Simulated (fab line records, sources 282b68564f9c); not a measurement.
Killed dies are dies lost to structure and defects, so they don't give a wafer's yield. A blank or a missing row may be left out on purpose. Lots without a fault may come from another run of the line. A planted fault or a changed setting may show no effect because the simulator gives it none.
Which tool did it? | flow rit_cmos | 14 lots, 42 wafers sampled, at 4 steps of a route of 202

WHAT THE GAUGES READ, wafer by wafer
RIT_FOX2_THK_MEAS_01.
lot  | measured    | on            | FOX2_OXIDE_THK (nm)
L729 | day 2 03:07 | film_metro-02 | 336 340 339
L730 | day 2 05:04 | film_metro-01 | 363 363 361
L732 | day 2 12:05 | film_metro-04 | 341 341 341
L733 | day 2 22:47 | film_metro-01 | 344 342 344
L737 | day 3 11:53 | film_metro-02 | 363 366 359
L739 | day 3 20:49 | film_metro-02 | 408 408 404
L740 | day 4 02:59 | film_metro-02 | 356 353 354
L741 | day 4 08:07 | film_metro-01 | 398 401 406
L742 | day 4 13:08 | film_metro-02 | 365 362 364
L745 | day 5 03:52 | film_metro-02 | 360 352 357
L747 | day 5 13:05 | film_metro-01 | 355 350 354
L749 | day 6 01:11 | film_metro-02 | 345 340 344
L750 | day 6 08:58 | film_metro-02 | 347 344 348
L751 | day 6 16:22 | film_metro-02 | 355 351 357

RIT_FOX2_THK_MEAS_90.
lot  | measured    | on            | FIELD_OXIDE_LEFT_1_THK (nm)
L729 | day 2 04:03 | film_metro-02 | 309 313 312
L730 | day 2 05:56 | film_metro-01 | 335 335 334
L732 | day 2 13:02 | film_metro-01 | 314 313 314
L733 | day 2 23:43 | film_metro-01 | 317 314 316
L737 | day 3 13:31 | film_metro-02 | 336 338 333
L739 | day 3 22:26 | film_metro-01 | 381 380 377
L740 | day 4 03:52 | film_metro-02 | 328 325 327
L741 | day 4 08:59 | film_metro-02 | 371 374 379
L742 | day 4 14:09 | film_metro-04 | 338 335 338
L745 | day 5 04:44 | film_metro-04 | 333 324 330
L747 | day 5 14:02 | film_metro-02 | 328 323 327
L749 | day 6 02:08 | film_metro-01 | 318 313 317
L750 | day 6 09:51 | film_metro-01 | 319 317 321
L751 | day 6 17:14 | film_metro-04 | 328 325 330

RIT_FOX2_THK_MEAS_91.
lot  | measured    | on            | FIELD_OXIDE_LEFT_2_THK (nm)
L729 | day 2 16:57 | film_metro-04 | 241 245 243
L730 | day 2 19:33 | film_metro-01 | 268 267 266
L732 | day 3 01:32 | film_metro-02 | 246 246 246
L733 | day 3 13:02 | film_metro-01 | 249 246 248
L737 | day 4 01:52 | film_metro-01 | 269 272 265
L739 | day 4 11:00 | film_metro-02 | 312 313 308
L740 | day 4 16:33 | film_metro-01 | 260 257 258
L741 | day 4 21:44 | film_metro-02 | 303 306 310
L742 | day 5 03:10 | film_metro-02 | 269 266 268
L745 | day 5 17:37 | film_metro-02 | 265 256 262
L747 | day 6 03:27 | film_metro-04 | 260 255 259
L749 | day 6 17:16 | film_metro-01 | 249 244 248
L750 | day 7 02:30 | film_metro-04 | 251 248 253
L751 | day 7 07:26 | film_metro-02 | 260 256 262

WHICH TOOL RAN EACH LOT (tool, then ch and the chambers of the sampled wafers, then the start)
lot  | RIT_FOX2_OXIDATION_00
L729 | furnace-01 ch 0, day 2 01:47
L730 | furnace-03 ch 0, day 2 03:44
L732 | furnace-01 ch 0, day 2 10:46
L733 | furnace-01 ch 0, day 2 21:28
L737 | furnace-04 ch 0, day 3 10:34
L739 | furnace-04 ch 0, day 3 19:29
L740 | furnace-03 ch 0, day 4 01:40
L741 | furnace-04 ch 0, day 4 06:47
L742 | furnace-03 ch 0, day 4 11:48
L745 | furnace-03 ch 0, day 5 02:32
L747 | furnace-03 ch 0, day 5 11:46
L749 | furnace-03 ch 0, day 5 23:52
L750 | furnace-01 ch 0, day 6 07:40
L751 | furnace-01 ch 0, day 6 15:01
- RIT_FOX2_OXIDATION_00: target thk 350.7 nm, ox time 1130 s.

WHAT THE TOOLS THEMSELVES READ (means of the sampled wafers that have a number; where no wafer has one, the mark that the record gives instead)
RIT_FOX2_OXIDATION_00.
lot  | tool       | spike_tc_centre_C (C) | spike_tc_load_C (C) | spike_tc_source_C (C) | tube_center_temp_C (C) | tube_center_temp_C_max | zone_power_source_pct (%)
L729 | furnace-01 | 1101.0                | 1128.6              | 1128.2                | 1100                   | 1103.0                 | 41.0
L730 | furnace-03 | 1104.0                | 1131.4              | 1123.0                | 1100                   | 1102.6                 | 42.9
L732 | furnace-01 | 1100.6                | 1127.3              | 1128.3                | 1100                   | 1102.5                 | 41.2
L733 | furnace-01 | 1101.3                | 1128.5              | 1129.7                | 1100                   | 1102.6                 | 41.3
L737 | furnace-04 | 1100.7                | 1126.3              | 1121.2                | 1100                   | 1102.6                 | 43.0
L739 | furnace-04 | 1134.8                | 1163.1              | 1156.5                | 1135                   | 1137.6                 | 46.3
L740 | furnace-03 | 1103.6                | 1131.9              | 1122.4                | 1100                   | 1102.6                 | 42.4
L741 | furnace-04 | 1135.0                | 1162.6              | 1157.9                | 1135                   | 1138.3                 | 46.2
L742 | furnace-03 | 1104.1                | 1132.9              | 1122.7                | 1100                   | 1103.3                 | 42.8
L745 | furnace-03 | 1102.8                | 1132.4              | 1123.6                | 1100                   | 1103.0                 | 42.4
L747 | furnace-03 | 1103.0                | 1131.0              | 1122.5                | 1100                   | 1103.0                 | 42.6
L749 | furnace-03 | 1102.8                | 1133.0              | 1123.1                | 1100                   | 1103.4                 | 42.9
L750 | furnace-01 | 1101.1                | 1129.6              | 1128.2                | 1100                   | 1102.3                 | 41.3
L751 | furnace-01 | 1100.9                | 1127.6              | 1128.7                | 1100                   | 1102.8                 | 40.7

THE ANSWER, worked out from the rows above alone
Rule: what is usual is taken from the lots themselves. Put in order of their means at a reading, lots are off if they are a third of the lots or fewer, leave a main group of 4 or more, and stand apart from it by a gap of 3 or more times the standard deviation of the main group's means; of several such gaps the widest counts. A main group whose means are all the same, to the digits that the tables above print for the reading, isn't used. A lot without any number at a reading at which 4 lots or more have one is off too. The other lots that the step has rows for count as sound. The gauges are gone through in route order, then the tools' own readings, and for those a lot's mean is taken as printed above. The first step at which some lot is off is used, and at that step the reading that is off furthest; a lot without a number counts as furthest.
Off: L739, L741, at RIT_FOX2_THK_MEAS_01 (FOX2_OXIDE_THK). The main group: mean 352 nm, standard deviation 8.6.
A tool fits if, at a process step before that reading, it ran every lot that is off, and no sound lot after the first of them. The gauges at RIT_FOX2_THK_MEAS_01 aren't tried: what is off there is off at RIT_FOX2_OXIDATION_00 too, on other tools, and a gauge's error can't cause that. One fits: furnace-04 at RIT_FOX2_OXIDATION_00. Its last sound lot is L737 (day 3 10:34), its first lot that is off L739 (day 3 19:29): a fault that began between those two fits.
The tool's own readings at RIT_FOX2_OXIDATION_00 bear it out: on the lots that are off they differ by more than 5 times the standard deviation of the sound lots' means. spike_tc_centre_C reads 1134.9 C there against 1102.2 C on the sound lots; spike_tc_load_C reads 1162.8 C there against 1130.0 C on the sound lots; spike_tc_source_C reads 1157.2 C there against 1125.1 C on the sound lots; tube_center_temp_C reads 1135 C there against 1100 C on the sound lots; tube_center_temp_C_max reads 1137.9 there against 1102.8 on the sound lots; zone_power_source_pct reads 46.2 % there against 42.0 % on the sound lots.

WHAT THE SIMULATOR HAD PUT IN
Process parameter drift: furnace-04, from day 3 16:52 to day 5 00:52, at RIT_FOX2_OXIDATION_00. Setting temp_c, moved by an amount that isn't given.
Lots struck among those shown: L739, L741. The rule above found the same.
